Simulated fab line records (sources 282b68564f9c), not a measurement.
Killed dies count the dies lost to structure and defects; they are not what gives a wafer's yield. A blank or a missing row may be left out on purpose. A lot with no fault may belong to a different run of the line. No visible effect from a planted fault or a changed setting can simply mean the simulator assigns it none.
fab line records	flow rit-cmos
[record] lots = 14	wafers = 42	last-day = 7
route steps=202 shown ACTIVE@4 M1@202
lots with no fault: from the same line, run without faults
start-h: start of the lot's first displayed wafer, in hours after the record's first day	wait-h: hours since the lot's step before	" same as the row above	L1.1+2: a single row standing in for several wafers	- either no value or no given start	* or withheld: withheld	< > ~ a bound
route shown NAME@n: names a module that has steps shown in the file, with the first one's number in the route	usual: mean/standard deviation taken from wafers without a fault	same: alike in all rows	chamber/n: place in a boat	sites: each site's reading	_std_site: the values' standard deviation	_edge_site: outer sites' mean less inner sites'	radius-mm: how far each site lies from the wafer's centre	mask NAME#n: copy n	behind: the most recent tool/chamber to have shaped the wafer	hold: the reason the lot was held/the length of the hold in hours/how it ended	device: the n, p or np transistor that did not switch	end of line: tests of these same wafers at the route's end	for a step that has no rows: nothing shown but its recipe	killed: dies lost to structure and defects at the first sort, not the wafer's yield	map: a wafer's dies, x killed, . not, _ none there
set.NAME: the setting the step ran with; set.NAME@STEP: the setting that earlier step ran with	model.NAME: the simulator's own value behind a step, which no gauge read
route steps across a sampled set of lots; one table per step, one row per wafer
services: a tool's chamber out of use, with start hour (start-h, from the record's first day; less than 0 if before it), hours out, and reason
[[steps]]
[step RIT_ACTIVE_CVD_03]
[recipe] material = Si3N4	target-thk-nm = 150	temp-c = 810	precursor = SiH2Cl2/NH3	time-s = 1500	pressure-mtorr = 300	sih2cl2-flow-sccm = 60	nh3-flow-sccm = 150
[usual] nh3-flow-sccm = 149.9/0.41
[same] time-s = 1500
lot.wafer	tool	chamber	start-h	wait-h	nh3-flow-sccm
L616.1	lpcvd-02	0	12.11	0.1	149.8
L616.2	"	0	"	"	150.2
L616.4	"	0	"	"	150.2
L617.1	lpcvd-01	0	17.11	0.1	150.0
L617.2	"	0	"	"	150.1
L617.6	"	0	"	"	150.1
L618.3	lpcvd-02	1	22.11	0.0	149.7
L618.5	"	1	"	"	150.1
L618.6	"	1	"	"	149.8
L619.2	lpcvd-02	1	27.11	0.0	149.9
L619.4	"	1	"	"	150.0
L619.6	"	1	"	"	150.2
L620.1	lpcvd-01	1	32.11	0.1	149.2
L620.2	"	1	"	"	149.8
L620.4	"	1	"	"	149.4
L621.1	lpcvd-02	0	38.09	0.1	149.9
L621.2	"	0	"	"	150.3
L621.4	"	0	"	"	149.3
L627.1	lpcvd-01	1	68.29	0.1	150.0
L627.4	"	1	"	"	150.2
L627.5	"	1	"	"	149.7
L628.1	lpcvd-01	1	72.94	0.1	180.7
L628.3	"	1	"	"	181.0
L628.4	"	1	"	"	180.6
L630.1	lpcvd-01	0	82.96	0.4	180.4
L630.2	"	0	"	"	179.9
L630.3	"	0	"	"	180.1
L631.1	lpcvd-01	0	87.67	0.1	179.5
L631.3	"	0	"	"	179.5
L631.4	"	0	"	"	180.2
L632.2	lpcvd-02	1	92.11	0.0	150.1
L632.3	"	1	"	"	149.8
L632.4	"	1	"	"	149.8
L633.3	lpcvd-02	1	97.11	0.0	149.4
L633.5	"	1	"	"	149.1
L633.6	"	1	"	"	149.5
L634.2	lpcvd-02	1	102.88	0.0	150.0
L634.4	"	1	"	"	149.9
L634.5	"	1	"	"	149.8
L636.1	lpcvd-02	0	112.15	0.1	149.5
L636.2	"	0	"	"	150.1
L636.5	"	0	"	"	149.6
[step RIT_ACTIVE_THK_MEAS_04]
[recipe] reads = Si3N4_of_ACTIVE_CVD_03
[usual] ACTIVE_NITRIDE_THK = 149.7/1.6
lot.wafer	tool	chamber	start-h	wait-h	hold	ACTIVE_NITRIDE_THK[nm]
L616.1	film-metro-01	-	13.53	0.0	-	150.0
L616.2	"	-	"	"	-	150.0
L616.4	"	-	"	"	-	149.9
L617.1	film-metro-02	-	18.53	0.0	-	147.2
L617.2	"	-	"	"	-	145.6
L617.6	"	-	"	"	-	146.5
L618.3	film-metro-03	-	23.55	0.0	-	148.1
L618.5	"	-	"	"	-	148.4
L618.6	"	-	"	"	-	147.9
L619.2	film-metro-03	-	28.54	0.0	-	150.5
L619.4	"	-	"	"	-	151.0
L619.6	"	-	"	"	-	149.5
L620.1	film-metro-01	-	33.53	0.0	-	148.8
L620.2	"	-	"	"	-	149.1
L620.4	"	-	"	"	-	148.2
L621.1	film-metro-02	-	39.50	0.0	-	152.3
L621.2	"	-	"	"	-	150.7
L621.4	"	-	"	"	-	151.9
L627.1	film-metro-01	-	69.71	0.0	-	149.2
L627.4	"	-	"	"	-	149.3
L627.5	"	-	"	"	-	147.7
L628.1	film-metro-01	-	75.06	0.0	await-dispo/0.2h/release	171.9
L628.3	"	-	"	"	await-dispo/0.2h/release	170.4
L628.4	"	-	"	"	await-dispo/0.2h/release	172.8
L628.1	film-metro-01	-	75.29	0.2	-	171.8
L628.3	"	-	"	"	-	170.5
L628.4	"	-	"	"	-	172.7
L630.1	film-metro-03	-	84.37	0.0	await-dispo/0.2h/release	175.4
L630.2	"	-	"	"	await-dispo/0.2h/release	174.7
L630.3	"	-	"	"	await-dispo/0.2h/release	175.3
L630.1	film-metro-03	-	84.71	0.3	-	175.3
L630.2	"	-	"	"	-	174.6
L630.3	"	-	"	"	-	175.3
L631.1	film-metro-03	-	89.08	0.0	await-dispo/0.2h/release	173.3
L631.3	"	-	"	"	await-dispo/0.2h/release	173.2
L631.4	"	-	"	"	await-dispo/0.2h/release	172.5
L631.1	film-metro-03	-	89.31	0.2	-	173.5
L631.3	"	-	"	"	-	173.1
L631.4	"	-	"	"	-	172.4
L632.2	film-metro-02	-	93.54	0.0	-	148.5
L632.3	"	-	"	"	-	149.7
L632.4	"	-	"	"	-	149.2
L633.3	film-metro-03	-	98.55	0.0	-	148.4
L633.5	"	-	"	"	-	149.5
L633.6	"	-	"	"	-	148.1
L634.2	film-metro-01	-	104.31	0.0	-	147.8
L634.4	"	-	"	"	-	147.4
L634.5	"	-	"	"	-	148.5
L636.1	film-metro-03	-	113.57	0.0	-	150.1
L636.2	"	-	"	"	-	149.2
L636.5	"	-	"	"	-	148.9
[step RIT_ACTIVE_ETCH_13]
[recipe] stop-on = SiO2	chemistry = SF6	target = Si3N4	time-s = 210	over-etch-frac = 0.4	SF6_flow_sccm = 200	pressure-mtorr = 260	rf-w = 125	target-depth-a = 2100
[usual] drypump-motor-current-A = 5.8/0.41	oes-product-au = 0.816/0.013	throttle-valve-pct = 7.52/0.15
[same] time-s = 210
lot.wafer	tool	chamber	start-h	wait-h	drypump-motor-current-A	oes-product-au	rf-hours-counter-h	throttle-valve-pct
L616.1	rie-diel-02	2	14.89	0.1	6.1	0.787	4	7.47
L616.2	"	0	"	"	5.0	0.823	75	7.52
L616.4	"	1	"	"	6.2	0.830	4	7.65
L617.1	rie-diel-03	1	19.71	0.1	5.6	0.793	134	7.24
L617.2	"	3	"	"	5.7	0.820	23	7.34
L617.6	"	3	"	"	5.7	0.828	-	7.36
L618.3	rie-diel-02	2	24.71	0.1	6.1	0.796	4	7.47
L618.5	"	2	"	"	6.1	0.789	-	7.47
L618.6	"	3	"	"	5.8	0.799	-	7.56
L619.2	rie-diel-01	2	29.83	0.1	5.7	0.815	24	7.34
L619.4	"	1	"	"	5.1	0.814	136	7.62
L619.6	"	0	"	"	6.4	0.810	-	7.67
L620.1	rie-diel-01	0	34.71	0.1	6.4	0.813	129	7.67
L620.2	"	2	"	"	5.7	0.813	24	7.34
L620.4	"	1	"	"	5.1	0.805	136	7.64
L621.1	rie-diel-03	2	40.81	0.1	6.4	0.829	95	7.70
L621.2	"	3	"	"	5.7	0.836	23	7.34
L621.4	"	0	"	"	5.9	0.827	157	7.51
L627.1	rie-diel-03	3	71.01	0.1	5.7	0.831	24	7.34
L627.4	"	2	"	"	6.5	0.816	96	7.71
L627.5	"	2	"	"	6.5	0.819	-	7.69
L628.1	rie-diel-01	0	78.29	0.1	6.4	0.871	130	7.67
L628.3	"	1	"	"	5.1	0.870	137	7.64
L628.4	"	3	"	"	5.7	0.897	79	7.65
L630.1	rie-diel-03	1	89.27	0.1	5.6	0.880	135	7.24
L630.2	"	3	"	"	5.7	0.899	24	7.36
L630.3	"	0	"	"	5.9	0.895	158	7.52
L631.1	rie-diel-03	3	93.17	0.1	5.7	0.908	24	7.36
L631.3	"	0	"	"	5.9	0.890	158	7.53
L631.4	"	1	"	"	5.6	0.868	135	7.26
L632.2	rie-diel-02	1	94.71	0.1	6.2	0.835	6	7.67
L632.3	"	2	"	"	6.1	0.798	6	7.47
L632.4	"	3	"	"	5.9	0.793	79	7.54
L633.3	rie-diel-01	2	99.83	0.1	5.7	0.819	26	7.33
L633.5	"	3	"	"	5.7	0.819	-	7.63
L633.6	"	2	"	"	5.7	0.813	-	7.33
L634.2	rie-diel-01	2	105.49	0.1	5.7	0.816	26	7.33
L634.4	"	3	"	"	5.7	0.817	80	7.63
L634.5	"	2	"	"	5.7	0.818	-	7.33
L636.1	rie-diel-01	1	114.87	0.1	5.1	0.803	138	7.63
L636.2	"	3	"	"	5.7	0.835	80	7.63
L636.5	"	1	"	"	5.1	0.809	-	7.64
[step RIT_M1_PROBE_99]
[usual] killed_at_M0_to_M3 = 0.0/0.18	killed-at-contacts = 0.1/0.38	killed-at-front-end = 6.9/2.9	killed-dies = 7.1/3	killed-open = 3.5/2.1	killed-short = 3.5/2
[same] gross-dies = 264	killed_at_M4_up = 0	killed-at-back-side = 0	killed-at-other = 0
lot.wafer	tool	chamber	start-h	wait-h	killed_at_M0_to_M3	killed-at-contacts	killed-at-front-end	killed-dies	killed-open	killed-short
L628.1	prober-01	-	122.98	0.1	0	0	8	8	3	5
L628.3	prober-01	-	123.08	0.2	0	0	8	8	6	2
L632.2	prober-01	-	138.23	0.1	0	0	9	9	5	4
L632.3	prober-01	-	138.28	0.2	0	0	4	4	2	2
L632.4	prober-01	-	138.33	0.2	0	0	4	4	2	2
L631.1	prober-02	-	141.25	0.1	0	0	7	7	2	5
L631.3	prober-02	-	141.35	0.2	0	1	4	5	4	1
L631.4	prober-02	-	141.40	0.2	0	0	6	6	3	3
L636.1	prober-01	-	156.48	0.1	0	0	6	6	3	3
L636.2	prober-01	-	156.53	0.1	0	0	5	5	2	2
L636.5	prober-01	-	156.68	0.2	0	0	6	6	2	3
L630.1	prober-02	-	168.43	0.1	0	0	4	4	1	3
L630.2	prober-02	-	168.48	0.1	0	1	5	6	2	3
L630.3	prober-02	-	168.53	0.2	0	0	4	4	2	2
// killed by level:class
L628.1 FOX1:geometric-particle:short=3 GATE:geometric-particle:short=2 ACTIVE:geometric-particle:open=1 FOX1:geometric-particle:open=1 GATE:geometric-particle:open=1
L628.3 GATE:geometric-particle:open=3 FOX1:geometric-particle:open=2 GATE:geometric-particle:short=1 REOX:geometric-particle:open=1 SILICIDE:geometric-particle:short=1
L632.2 GATE:geometric-particle:short=3 GATE:geometric-particle:open=2 FOX1:geometric-particle:open=1 FOX1:geometric-particle:short=1 FOX2:geometric-particle:open=1 REOX:geometric-particle:open=1
L632.3 FOX1:geometric-particle:short=1 GATE:geometric-particle:short=1 GATE:geometric-particle:open=1 SPACER:geometric-particle:open=1
L632.4 ACTIVE:geometric-particle:short=1 GATE:geometric-particle:open=1 GATE:geometric-particle:short=1 REOX:geometric-particle:open=1
L631.1 FOX1:geometric-particle:short=2 FOX1:geometric-particle:open=2 GATE:geometric-particle:short=1 SPACER:geometric-particle:short=1 SILICIDE:geometric-particle:short=1
L631.3 GATE:geometric-particle:open=2 FOX1:geometric-particle:short=1 SILICIDE:geometric-particle:open=1 CONTACT:geometric-particle:open=1
L631.4 FOX1:geometric-particle:short=1 GATE:geometric-particle:open=1 GATE:geometric-particle:short=1 REOX:geometric-particle:open=1 REOX:geometric-particle:short=1 SILICIDE:geometric-particle:open=1
L636.1 GATE:geometric-particle:short=3 SILICIDE:geometric-particle:open=2 SPACER:geometric-particle:open=1
L636.2 SPACER:geometric-particle:open=2 GATE:geometric-particle:short=1 SILICIDE:geometric-particle:short=1 PRETRO:coat-microbubble-printed=1
L636.5 FOX1:geometric-particle:short=2 FOX1:geometric-particle:open=1 GATE:geometric-particle:open=1 GATE:geometric-particle:short=1 PRETRO:coat-microbubble-printed=1
L630.1 FOX1:geometric-particle:short=2 GATE:geometric-particle:short=1 GATE:geometric-particle:open=1
L630.2 REOX:geometric-particle:short=2 GATE:geometric-particle:open=1 REOX:geometric-particle:open=1 CONTACT:geometric-particle:short=1 NRETRO:coat-microbubble-printed=1
L630.3 FOX1:geometric-particle:short=1 FOX2:geometric-particle:short=1 GATE:geometric-particle:open=1 SILICIDE:geometric-particle:open=1
[[services]]
tool	chamber	start-h	hours	kind
rie-diel-03	3	25.42	6.3	repair
lpcvd-01	-	27.07	1.3	repair
lpcvd-01	-	33.53	0.8	pm
lpcvd-02	-	34.54	0.7	repair
rie-diel-02	0	51.41	5.0	repair
rie-diel-02	1	53.56	2.0	repair
lpcvd-02	-	58.56	14.6	pm
rie-diel-03	1	59.09	4.2	repair
rie-diel-03	2	61.72	3.1	repair
rie-diel-02	0	76.21	10.0	repair
rie-diel-03	0	107.41	-	clean
rie-diel-03	0	107.41	17.7	scheduled-down
rie-diel-03	0	107.41	17.7	vent-cycle
[[key]]
[first-sign] step = RIT_ACTIVE_CVD_03	reading = nh3-flow-sccm	direction = up	sigmas = 74	usual = 149.9	struck = 180.2
[effect] step = RIT_ACTIVE_THK_MEAS_04	reading = visit	direction = added
[effect] step = RIT_ACTIVE_THK_MEAS_04	reading = ACTIVE_NITRIDE_THK	direction = up	sigmas = 15	usual = 149.7	struck = 173.3
[effect] step = RIT_ACTIVE_ETCH_13	reading = oes-product-au	direction = up	sigmas = 5.2	usual = 0.816	struck = 0.887
met-at RIT_ACTIVE_CVD_03
struck-lots L628,L630,L631
tester-left-out L628,L630,L631
onset-between 68.29 72.94
[fault] kind = process-parameter-drift	tool = lpcvd-01	chamber = -	onset-h = 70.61	steps = RIT_ACTIVE_CVD_03	channel = nh3-flow-sccm	offset = 30	shape = step	end-h = 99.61	acts-in = these-recipes-only	stated = 150
// tester-left-out: of these lots the tester's yield and bins aren't shown, on N5 and GAA mostly nor the transistor test; their killed dies are dies lost to structure and defects alone, not to doping, threshold or leakage, so they don't give the yield
